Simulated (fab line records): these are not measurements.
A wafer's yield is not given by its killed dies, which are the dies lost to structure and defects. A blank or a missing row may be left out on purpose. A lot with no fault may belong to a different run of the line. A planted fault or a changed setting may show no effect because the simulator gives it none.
fab line records + flow rit_cmos
[record]
- lots = 14
- wafers = 42
- last_day = 8
route steps=202 shown FOX1@20 PWELL@45 NLDD@160 CONTACT@181
lots that met no fault: taken from a fault-free run of the same line
start_h: hours from the record's opening day to when the first of the lot's shown wafers began + wait_h: how many hours have passed since the lot's step before this one + " identical to the entry in the row above + L1.1+2: one row covering several wafers at once + - either no value or no given start + * or withheld: withheld + < > ~ a bound
route shown NAME@n: names a module that has steps shown in the file, with the first one's number in the route + usual: mean and standard deviation over wafers with no fault + same: alike in all rows + chamber/n: place in a boat + sites: readings site by site + _std_site: standard deviation of those values + _edge_site: mean of outer sites minus mean of inner sites + radius_mm: for every site, how far away it sits from the centre of the wafer + mask NAME#n: copy n + behind: tool/chamber where the wafer was last shaped + hold: why the lot was held/for how many hours/how that ended + device: which transistor (n, p or np) failed to switch + end of line: the same wafers' tests at the end of the route + a step without rows: its recipe alone + killed: the dies lost at the first sort to structure and to defects; this is not the yield of the wafer + map: dies across one wafer; x = killed, . = not, _ = none there
set.NAME: the setting as run; set.NAME@STEP: as run at that earlier step + model.NAME: the simulator's own value behind a step, which no gauge read
one table for each step of the route and one row for each wafer, over a sample of lots
services: the hour from which a tool's chamber was out of use, counted from the record's first day as start_h (under 0 if before that day), plus the number of hours and why
[[steps]]
[step RIT_FOX1_OXIDATION_00]
[recipe]
- temp_c = 1100
- ambient = H2O
- target_thk_a = 3507
- p_h2o_torr = 720
- ox_time_s = 1130
[usual]
- spike_tc_centre_C = 1102.0/1.2
- spike_tc_load_C = 1129.0/1.5
- spike_tc_source_C = 1124/4.4
- tube_center_temp_C = 1100/0.097
- tube_center_temp_C_max = 1102.8/0.45
- zone_power_centre_pct = 49/3.4
- zone_power_load_pct = 48.0/1
| lot.wafer | tool       | chamber | start_h | wait_h | spike_tc_centre_C | spike_tc_load_C | spike_tc_source_C | tube_center_temp_C | tube_center_temp_C_max | zone_power_centre_pct | zone_power_load_pct |
|-----------|------------|---------|---------|--------|-------------------|-----------------|-------------------|--------------------|------------------------|-----------------------|---------------------|
| L271.1    | furnace-01 | 0       | 21.41   | 0.0    | 1101.8            | 1129.1          | 1121              | 1099.8             | 1103.0                 | 47                    | 47.8                |
| L271.3    | "          | 0       | "       | "      | 1101.2            | 1129.5          | 1121              | 1100.1             | 1103.1                 | 47                    | 48.7                |
| L271.5    | "          | 0       | "       | "      | 1100.2            | 1128.5          | 1121              | 1099.9             | 1102.3                 | 47                    | 47.3                |
| L272.2    | furnace-01 | 0       | 27.05   | 1.5    | 1100.3            | 1126.4          | 1120              | 1100.1             | 1103.8                 | 46                    | 47.3                |
| L272.3    | "          | 0       | "       | "      | 1103.4            | 1128.9          | 1121              | 1100               | 1102.5                 | 47                    | 47.2                |
| L272.6    | "          | 0       | "       | "      | 1100.6            | 1130.2          | 1119              | 1099.9             | 1102.5                 | 47                    | 48.8                |
| L273.4    | furnace-04 | 0       | 32.68   | 2.1    | 1099.8            | 1129.5          | 1130              | 1100.1             | 1102.7                 | 48                    | 46.3                |
| L273.5    | "          | 0       | "       | "      | 1099.7            | 1124.6          | 1132              | 1100               | 1102.9                 | 48                    | 46.7                |
| L273.6    | "          | 0       | "       | "      | 1100.3            | 1127.5          | 1131              | 1100.1             | 1102.7                 | 46                    | 47.2                |
| L274.2    | furnace-03 | 0       | 36.55   | 0.0    | 1101.6            | 1130.5          | 1124              | 1099.9             | 1102.3                 | 55                    | 48.9                |
| L274.5    | "          | 0       | "       | "      | 1103.7            | 1129.6          | 1123              | 1099.9             | 1102.0                 | 54                    | 49.3                |
| L274.6    | "          | 0       | "       | "      | 1104.6            | 1131.2          | 1123              | 1100               | 1102.9                 | 54                    | 49.6                |
| L275.2    | furnace-03 | 0       | 42.16   | 1.5    | 1104.4            | 1129.8          | 1123              | 1100               | 1102.9                 | 54                    | 48.9                |
| L275.4    | "          | 0       | "       | "      | 1102.4            | 1131.0          | 1123              | 1099.8             | 1102.3                 | 53                    | 49.4                |
| L275.6    | "          | 0       | "       | "      | 1103.8            | 1130.5          | 1126              | 1099.9             | 1103.1                 | 55                    | 49.2                |
| L278.1    | furnace-01 | 0       | 59.71   | 3.7    | 1102.8            | 1129.6          | 1121              | 1100.2             | 1102.7                 | 47                    | 47.6                |
| L278.2    | "          | 0       | "       | "      | 1101.8            | 1129.6          | 1122              | 1099.9             | 1103.2                 | 47                    | 48.7                |
| L278.6    | "          | 0       | "       | "      | 1101.7            | 1129.2          | 1121              | 1100               | 1103.1                 | 47                    | 47.2                |
| L279.2    | furnace-03 | 0       | 63.99   | 1.9    | 1102.9            | 1128.7          | 1127              | 1099.9             | 1102.3                 | 55                    | 50.0                |
| L279.3    | "          | 0       | "       | "      | 1102.1            | 1131.0          | 1124              | 1100.1             | 1102.8                 | 53                    | 49.6                |
| L279.5    | "          | 0       | "       | "      | 1101.6            | 1130.0          | 1124              | 1100.1             | 1102.5                 | 54                    | 48.8                |
| L280.2    | furnace-04 | 0       | 67.75   | 1.1    | 1101.4            | 1126.4          | 1130              | 1099.9             | 1102.6                 | 47                    | 46.7                |
| L280.4    | "          | 0       | "       | "      | 1102.7            | 1125.9          | 1132              | 1100               | 1102.9                 | 47                    | 46.9                |
| L280.5    | "          | 0       | "       | "      | 1102.6            | 1126.4          | 1131              | 1099.9             | 1102.5                 | 48                    | 46.9                |
| L281.3    | furnace-01 | 0       | 72.16   | 1.2    | 1102.9            | 1127.5          | 1121              | 1099.9             | 1102.8                 | 47                    | 48.2                |
| L281.4    | "          | 0       | "       | "      | 1102.0            | 1129.7          | 1120              | 1099.7             | 1103.3                 | 47                    | 47.4                |
| L281.5    | "          | 0       | "       | "      | 1101.7            | 1130.3          | 1120              | 1099.9             | 1103.2                 | 47                    | 47.5                |
| L283.1    | furnace-04 | 0       | 81.64   | 0.3    | 1062.1            | 1086.3          | 1091              | 1060.1             | 1063.0                 | 45                    | 42.5                |
| L283.3    | "          | 0       | "       | "      | 1061.9            | 1086.5          | 1092              | 1060.1             | 1063.2                 | 44                    | 43.0                |
| L283.5    | "          | 0       | "       | "      | 1061.9            | 1087.3          | 1092              | 1060               | 1062.2                 | 44                    | 42.3                |
| L288.2    | furnace-04 | 0       | 107.61  | 2.0    | 1062.1            | 1084.5          | 1092              | 1059.9             | 1063.2                 | 45                    | 43.2                |
| L288.4    | "          | 0       | "       | "      | 1061.6            | 1087.2          | 1090              | 1059.9             | 1062.2                 | 44                    | 43.5                |
| L288.6    | "          | 0       | "       | "      | 1062.7            | 1086.5          | 1092              | 1060.1             | 1062.7                 | 45                    | 43.7                |
| L289.2    | furnace-03 | 0       | 114.02  | 2.9    | 1102.5            | 1130.1          | 1124              | 1099.9             | 1103.6                 | 55                    | 49.4                |
| L289.4    | "          | 0       | "       | "      | 1103.3            | 1127.6          | 1126              | 1100               | 1102.2                 | 54                    | 48.2                |
| L289.5    | "          | 0       | "       | "      | 1104.1            | 1131.3          | 1124              | 1100.1             | 1103.5                 | 54                    | 49.2                |
| L292.1    | furnace-01 | 0       | 135.42  | 6.1    | 1101.4            | 1128.2          | 1120              | 1100               | 1103.4                 | 46                    | 47.8                |
| L292.3    | "          | 0       | "       | "      | 1101.4            | 1130.5          | 1120              | 1100               | 1103.8                 | 47                    | 47.8                |
| L292.4    | "          | 0       | "       | "      | 1101.0            | 1128.5          | 1121              | 1100               | 1102.0                 | 47                    | 47.9                |
| L293.3    | furnace-01 | 0       | 139.99  | 3.4    | 1101.0            | 1130.2          | 1119              | 1100.2             | 1102.3                 | 47                    | 47.7                |
| L293.4    | "          | 0       | "       | "      | 1101.9            | 1129.0          | 1120              | 1099.9             | 1102.4                 | 47                    | 47.6                |
| L293.5    | "          | 0       | "       | "      | 1100.4            | 1129.4          | 1120              | 1100               | 1102.4                 | 47                    | 47.5                |
[step RIT_FOX1_THK_MEAS_01]
[recipe]
- reads = SiO2_of_FOX1_OXIDATION_00
[usual]
- FOX1_OXIDE_THK = 351/6
| lot.wafer | tool          | chamber | start_h | wait_h | FOX1_OXIDE_THK[nm] |
|-----------|---------------|---------|---------|--------|--------------------|
| L271.1    | film_metro-04 | -       | 22.73   | 0.0    | 352                |
| L271.3    | "             | -       | "       | "      | 345                |
| L271.5    | "             | -       | "       | "      | 352                |
| L272.2    | film_metro-03 | -       | 28.38   | 0.0    | 354                |
| L272.3    | "             | -       | "       | "      | 353                |
| L272.6    | "             | -       | "       | "      | 355                |
| L273.4    | film_metro-01 | -       | 34.03   | 0.0    | 356                |
| L273.5    | "             | -       | "       | "      | 358                |
| L273.6    | "             | -       | "       | "      | 355                |
| L274.2    | film_metro-01 | -       | 37.88   | 0.0    | 359                |
| L274.5    | "             | -       | "       | "      | 357                |
| L274.6    | "             | -       | "       | "      | 354                |
| L275.2    | film_metro-04 | -       | 43.48   | 0.0    | 347                |
| L275.4    | "             | -       | "       | "      | 349                |
| L275.6    | "             | -       | "       | "      | 343                |
| L278.1    | film_metro-01 | -       | 61.02   | 0.0    | 362                |
| L278.2    | "             | -       | "       | "      | 360                |
| L278.6    | "             | -       | "       | "      | 357                |
| L279.2    | film_metro-04 | -       | 65.31   | 0.0    | 358                |
| L279.3    | "             | -       | "       | "      | 350                |
| L279.5    | "             | -       | "       | "      | 350                |
| L280.2    | film_metro-04 | -       | 69.07   | 0.0    | 347                |
| L280.4    | "             | -       | "       | "      | 348                |
| L280.5    | "             | -       | "       | "      | 350                |
| L281.3    | film_metro-04 | -       | 73.49   | 0.0    | 355                |
| L281.4    | "             | -       | "       | "      | 357                |
| L281.5    | "             | -       | "       | "      | 353                |
| L283.1    | film_metro-03 | -       | 82.95   | 0.0    | 286                |
| L283.3    | "             | -       | "       | "      | 285                |
| L283.5    | "             | -       | "       | "      | 281                |
| L288.2    | film_metro-01 | -       | 108.94  | 0.0    | 275                |
| L288.4    | "             | -       | "       | "      | 278                |
| L288.6    | "             | -       | "       | "      | 273                |
| L289.2    | film_metro-01 | -       | 115.35  | 0.0    | 350                |
| L289.4    | "             | -       | "       | "      | 352                |
| L289.5    | "             | -       | "       | "      | 355                |
| L292.1    | film_metro-03 | -       | 136.73  | 0.0    | 340                |
| L292.3    | "             | -       | "       | "      | 336                |
| L292.4    | "             | -       | "       | "      | 336                |
| L293.3    | film_metro-01 | -       | 141.32  | 0.0    | 349                |
| L293.4    | "             | -       | "       | "      | 345                |
| L293.5    | "             | -       | "       | "      | 342                |
[step RIT_PWELL_OVL_MEAS_06]
[usual]
- PWELL_OVL = 0.1/1.2
| lot.wafer | tool       | chamber | start_h | wait_h | PWELL_OVL[nm] |
|-----------|------------|---------|---------|--------|---------------|
| L271.1    | overlay-01 | -       | 27.59   | -      | 2.2           |
| L271.3    | "          | -       | "       | "      | 1.0           |
| L271.5    | "          | -       | "       | "      | 2.0           |
| L272.2    | overlay-01 | -       | 34.81   | -      | 0.1           |
| L272.3    | "          | -       | "       | "      | -1.0          |
| L272.6    | "          | -       | "       | "      | 0.1           |
| L273.4    | overlay-02 | -       | 39.00   | -      | -2.0          |
| L273.5    | "          | -       | "       | "      | 0.2           |
| L273.6    | "          | -       | "       | "      | 1.6           |
| L274.2    | overlay-02 | -       | 42.94   | -      | 0.8           |
| L274.5    | "          | -       | "       | "      | -0.1          |
| L274.6    | "          | -       | "       | "      | -0.6          |
| L275.2    | overlay-01 | -       | 50.58   | -      | 1.7           |
| L275.4    | "          | -       | "       | "      | 2.2           |
| L275.6    | "          | -       | "       | "      | 0.9           |
| L278.1    | overlay-01 | -       | 68.14   | -      | -0.9          |
| L278.2    | "          | -       | "       | "      | -0.6          |
| L278.6    | "          | -       | "       | "      | -1.5          |
| L279.2    | overlay-02 | -       | 71.04   | -      | -1.7          |
| L279.3    | "          | -       | "       | "      | -1.1          |
| L279.5    | "          | -       | "       | "      | -0.6          |
| L280.2    | overlay-01 | -       | 75.66   | -      | -0.8          |
| L280.4    | "          | -       | "       | "      | 0.9           |
| L280.5    | "          | -       | "       | "      | 2.3           |
| L281.3    | overlay-02 | -       | 79.22   | -      | 2.8           |
| L281.4    | "          | -       | "       | "      | 0.6           |
| L281.5    | "          | -       | "       | "      | 0.1           |
| L283.1    | overlay-02 | -       | 88.92   | -      | -0.8          |
| L283.3    | "          | -       | "       | "      | -0.4          |
| L283.5    | "          | -       | "       | "      | 0.6           |
| L288.2    | overlay-01 | -       | 117.53  | -      | -2.0          |
| L288.4    | "          | -       | "       | "      | -1.4          |
| L288.6    | "          | -       | "       | "      | 1.2           |
| L289.2    | overlay-02 | -       | 121.35  | -      | 0.7           |
| L289.4    | "          | -       | "       | "      | 0.1           |
| L289.5    | "          | -       | "       | "      | 1.9           |
| L292.1    | overlay-02 | -       | 149.63  | -      | 0.5           |
| L292.3    | "          | -       | "       | "      | 0.7           |
| L292.4    | "          | -       | "       | "      | -1.5          |
| L293.3    | overlay-01 | -       | 150.25  | -      | -2.3          |
| L293.4    | "          | -       | "       | "      | -0.8          |
| L293.5    | "          | -       | "       | "      | -2.7          |
[step RIT_SDANNEAL_RS_MEAS_07]
[recipe]
- thk_meas_gauge = four-point-probe
[usual]
- NLDD_RS = 151.6/0.54
| lot.wafer | tool          | chamber | start_h | wait_h | NLDD_RS[ohm/sq] |
|-----------|---------------|---------|---------|--------|-----------------|
| L271.1    | film_metro-02 | -       | 56.44   | 0.1    | 151.7           |
| L271.3    | "             | -       | "       | "      | 151.6           |
| L271.5    | "             | -       | "       | "      | 151.4           |
| L272.2    | film_metro-01 | -       | 66.12   | 0.1    | 151.2           |
| L272.3    | "             | -       | "       | "      | 152.0           |
| L272.6    | "             | -       | "       | "      | 151.3           |
| L273.4    | film_metro-01 | -       | 72.25   | 0.1    | 151.5           |
| L273.5    | "             | -       | "       | "      | 151.7           |
| L273.6    | "             | -       | "       | "      | 151.5           |
| L274.2    | film_metro-03 | -       | 78.41   | 0.1    | 152.1           |
| L274.5    | "             | -       | "       | "      | 151.4           |
| L274.6    | "             | -       | "       | "      | 151.1           |
| L275.2    | film_metro-03 | -       | 81.41   | 0.1    | 151.7           |
| L275.4    | "             | -       | "       | "      | 151.9           |
| L275.6    | "             | -       | "       | "      | 151.4           |
| L278.1    | film_metro-03 | -       | 98.56   | 0.1    | 151.7           |
| L278.2    | "             | -       | "       | "      | 151.8           |
| L278.6    | "             | -       | "       | "      | 151.3           |
| L279.2    | film_metro-03 | -       | 103.81  | 0.1    | 151.1           |
| L279.3    | "             | -       | "       | "      | 151.6           |
| L279.5    | "             | -       | "       | "      | 151.7           |
| L280.2    | film_metro-01 | -       | 110.29  | 0.1    | 151.8           |
| L280.4    | "             | -       | "       | "      | 151.9           |
| L280.5    | "             | -       | "       | "      | 151.9           |
| L281.3    | film_metro-01 | -       | 112.84  | 0.1    | 151.7           |
| L281.4    | "             | -       | "       | "      | 152.3           |
| L281.5    | "             | -       | "       | "      | 152.0           |
| L283.1    | film_metro-03 | -       | 121.86  | 0.1    | 151.7           |
| L283.3    | "             | -       | "       | "      | 151.3           |
| L283.5    | "             | -       | "       | "      | 151.1           |
| L288.2    | film_metro-02 | -       | 158.09  | 0.1    | 151.5           |
| L288.4    | "             | -       | "       | "      | 152.3           |
| L288.6    | "             | -       | "       | "      | 150.9           |
| L289.2    | film_metro-01 | -       | 162.62  | 0.1    | 151.7           |
| L289.4    | "             | -       | "       | "      | 151.5           |
| L289.5    | "             | -       | "       | "      | 151.9           |
| L292.1    | film_metro-03 | -       | 185.72  | 0.1    | 151.3           |
| L292.3    | "             | -       | "       | "      | 150.4           |
| L292.4    | "             | -       | "       | "      | 151.2           |
| L293.3    | film_metro-03 | -       | 187.52  | 0.1    | 151.6           |
| L293.4    | "             | -       | "       | "      | 151.1           |
| L293.5    | "             | -       | "       | "      | 151.5           |
[step RIT_CONTACT_CD_MEAS_90]
[recipe]
- target_cd_nm = 1000
[usual]
- cd_nm = 998.8/2.7
| lot.wafer | tool      | chamber | start_h | wait_h | cd_nm  |
|-----------|-----------|---------|---------|--------|--------|
| L271.1    | cd_sem-02 | -       | 58.83   | 0.1    | 1000.1 |
| L271.3    | "         | -       | "       | "      | 998.7  |
| L271.5    | "         | -       | "       | "      | 1000.8 |
| L272.2    | cd_sem-02 | -       | 68.63   | 0.1    | 995.0  |
| L272.3    | "         | -       | "       | "      | 996.4  |
| L272.6    | "         | -       | "       | "      | 995.6  |
| L273.4    | cd_sem-02 | -       | 74.76   | 0.1    | 998.2  |
| L273.5    | "         | -       | "       | "      | 997.8  |
| L273.6    | "         | -       | "       | "      | 999.7  |
| L274.2    | cd_sem-02 | -       | 80.80   | 0.1    | 999.5  |
| L274.5    | "         | -       | "       | "      | 996.4  |
| L274.6    | "         | -       | "       | "      | 997.9  |
| L275.2    | cd_sem-02 | -       | 83.97   | 0.1    | 1003.8 |
| L275.4    | "         | -       | "       | "      | 1000.9 |
| L275.6    | "         | -       | "       | "      | 1002.1 |
| L278.1    | cd_sem-01 | -       | 101.16  | 0.1    | 1001.3 |
| L278.2    | "         | -       | "       | "      | 999.6  |
| L278.6    | "         | -       | "       | "      | 1000.8 |
| L279.2    | cd_sem-01 | -       | 106.21  | 0.1    | 997.3  |
| L279.3    | "         | -       | "       | "      | 997.0  |
| L279.5    | "         | -       | "       | "      | 996.2  |
| L280.2    | cd_sem-01 | -       | 112.81  | 0.1    | 998.1  |
| L280.4    | "         | -       | "       | "      | 998.2  |
| L280.5    | "         | -       | "       | "      | 998.8  |
| L281.3    | cd_sem-02 | -       | 115.23  | 0.1    | 1001.8 |
| L281.4    | "         | -       | "       | "      | 1000.6 |
| L281.5    | "         | -       | "       | "      | 1002.3 |
| L283.1    | cd_sem-01 | -       | 124.44  | 0.1    | 995.5  |
| L283.3    | "         | -       | "       | "      | 997.9  |
| L283.5    | "         | -       | "       | "      | 996.3  |
| L288.2    | cd_sem-02 | -       | 160.48  | 0.1    | 996.1  |
| L288.4    | "         | -       | "       | "      | 995.6  |
| L288.6    | "         | -       | "       | "      | 997.9  |
| L289.2    | cd_sem-01 | -       | 165.06  | 0.1    | 997.6  |
| L289.4    | "         | -       | "       | "      | 999.7  |
| L289.5    | "         | -       | "       | "      | 998.8  |
| L292.1    | cd_sem-01 | -       | 188.42  | 0.1    | 999.4  |
| L292.3    | "         | -       | "       | "      | 1000.3 |
| L292.4    | "         | -       | "       | "      | 1000.6 |
| L293.3    | cd_sem-01 | -       | 190.22  | 0.1    | 998.9  |
| L293.4    | "         | -       | "       | "      | 1001.7 |
| L293.5    | "         | -       | "       | "      | 999.3  |
[[services]]
| tool       | chamber | start_h | hours | kind   |
|------------|---------|---------|-------|--------|
| furnace-03 | -       | 43.47   | 3.1   | pm     |
| furnace-04 | -       | 108.93  | 75.3  | pm     |
| furnace-01 | -       | 126.73  | 3.7   | pm     |
| furnace-03 | -       | 137.66  | 2.1   | repair |
[[key]]
[first_sign]
- step = RIT_FOX1_OXIDATION_00
- reading = tube_center_temp_C
- direction = down
- sigmas = 99+
- usual = *
- struck = *
[effect]
- step = RIT_FOX1_OXIDATION_00
- reading = tube_center_temp_C_max
- direction = down
- sigmas = 90
- usual = *
- struck = *
[effect]
- step = RIT_FOX1_THK_MEAS_01
- reading = FOX1_OXIDE_THK
- direction = down
- sigmas = 12
- usual = 351
- struck = 280
met_at RIT_FOX1_OXIDATION_00
struck_lots L283,L288
tester_left_out L283,L288
not_acting_at RIT_PWELL_OVL_MEAS_06,RIT_SDANNEAL_RS_MEAS_07,RIT_CONTACT_CD_MEAS_90
onset_between 67.75 81.64
[fault]
- kind = process_parameter_drift
- tool = furnace-04
- chamber = -
- onset_h = 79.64
- steps = RIT_FOX1_OXIDATION_00
- channel = temp_c
- offset = *
- shape = step
- end_h = 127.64
- acts_in = *
- stated = *
// tester_left_out: of these lots the tester's yield and bins aren't shown, on N5 and GAA mostly nor the transistor test; their killed dies are dies lost to structure and defects alone, not to doping, threshold or leakage, so they don't give the yield
